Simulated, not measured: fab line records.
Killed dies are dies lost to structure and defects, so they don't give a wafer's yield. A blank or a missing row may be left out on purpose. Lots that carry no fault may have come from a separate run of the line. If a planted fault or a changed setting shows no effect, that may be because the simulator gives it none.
Code-filled problem report in 8D (eight disciplines) form + flow rit_cmos + the parts of the form that need people (team, actions taken, sign-off) are left out

1. PROBLEM STATEMENT
GATE_POLY_THK at RIT_GATE_THK_MEAS_09 reads a mean of 199.6 nm on 3 wafers of 1 lot; wafers without a fault read 250.9 nm with a standard deviation of 2.1. Relative to the usual mean, that is a shift of -24 standard deviations.
Seen first at day 6 20:02 on film_metro-02, wafer L927.2. The record has a number at this step for 39 wafers belonging to 13 lots. Rule for "out", or "out of limits": more than 4 standard deviations from the usual mean. The rest of the wafers with a number are treated as sound.

2. WHAT THIS IS AND IS NOT
| question                    | is                     | is not                                                                    |
|-----------------------------|------------------------|---------------------------------------------------------------------------|
| which readings at this step | GATE_POLY_THK          | -                                                                         |
| which lots                  | L927                   | L907, L908, L909, L910, L912, L913, L917, L918, L921, L924, L928, L929    |
| which wafers of those lots  | all that have a number | -                                                                         |
| read on which gauges        | film_metro-02          | film_metro-01, film_metro-03                                              |
| when                        | from day 6 20:02       | up to then (30 sound wafers); but 6 sound wafers of L928, L929 came after |

3. WHAT RULES OUT EACH SUSPECT
Counting: any tool at a process step up to the reading is kept as a suspect provided that every lot that is out went through it and no sound lot did after the first of them.
- the gauge at RIT_GATE_THK_MEAS_09: ruled out. All the wafers that are out were read on film_metro-02, but those of them that RIT_GATE_CVD_08 has rows for are out there too, on other tools.
- plasma_asher-02 at RIT_NWELL_STRIP_09 (strips in O2, time 180 s): ruled out as a lasting fault. The sound lots L928 went through it after L927, its earliest lot that is out (day 6 05:46).
- lpcvd-02 at RIT_GATE_CVD_08 (deposits poly-Si from SiH4, target thk 250 nm, time 2220 s): kept. It ran the lot that is out, L927 (day 6 18:25), and no sound lot after that; its last sound lot up to then is L921 (day 5 14:02). Its own sih4_flow_sccm readings are out on those wafers.
Left after counting: lpcvd-02 at RIT_GATE_CVD_08.

4. THE CAUSE (what the simulator had put in)
lpcvd-02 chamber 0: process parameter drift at RIT_GATE_CVD_08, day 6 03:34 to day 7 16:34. Setting sih4_flow_sccm, moved by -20, from 100.
The count eliminated every tool but this one.

5. SEQUENCE OF EFFECTS, ordered by route
Each row: a reading whose mean over the struck wafers that have a number lies more than 3 standard deviations from the usual. Readings are gone through only where the record gives a usual standard deviation; hours: the median, over the lots, of the time from a lot's start at the first step in this table giving one to that lot's start at this step; sigmas: the change measured in usual standard deviations.
| hours | step                 | reading        | usual      | on struck wafers | change | sigmas |
|-------|----------------------|----------------|------------|------------------|--------|--------|
| 0     | RIT_GATE_CVD_08      | sih4_flow_sccm | 100.0 sccm | 80.0             | -20.0  | -67    |
| 2     | RIT_GATE_THK_MEAS_09 | GATE_POLY_THK  | 250.9 nm   | 199.6            | -51.3  | -24    |
| 3     | RIT_GATE_ETCH_19     | oes_product_au | 0.852 a.u. | 0.729            | -0.123 | -13    |
Here are the process steps it includes:
- RIT_GATE_CVD_08: deposits poly-Si from SiH4, target thk 250 nm, time 2220 s.
- RIT_GATE_ETCH_19: etches poly-Si in SF6/CHF3/O2, stops on SiO2, time 165 s, target depth 312.5 nm.

6. HOW IT WOULD HAVE BEEN CAUGHT EARLIER
In this record the first reading out of limits at a measuring or inspecting step was taken at day 6 20:02, 16 hours after the fault began at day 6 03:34.
At RIT_GATE_CVD_08, the tool's own readings (sih4_flow_sccm) were out on each struck wafer the step has a row for, so an alarm limit on them would have fired on the first such wafer.
By day 6 20:02 the whole set of lots that are out, 1 in number, had already begun RIT_GATE_CVD_08 on lpcvd-02. Tool hold at that time: it would have spared none of them.
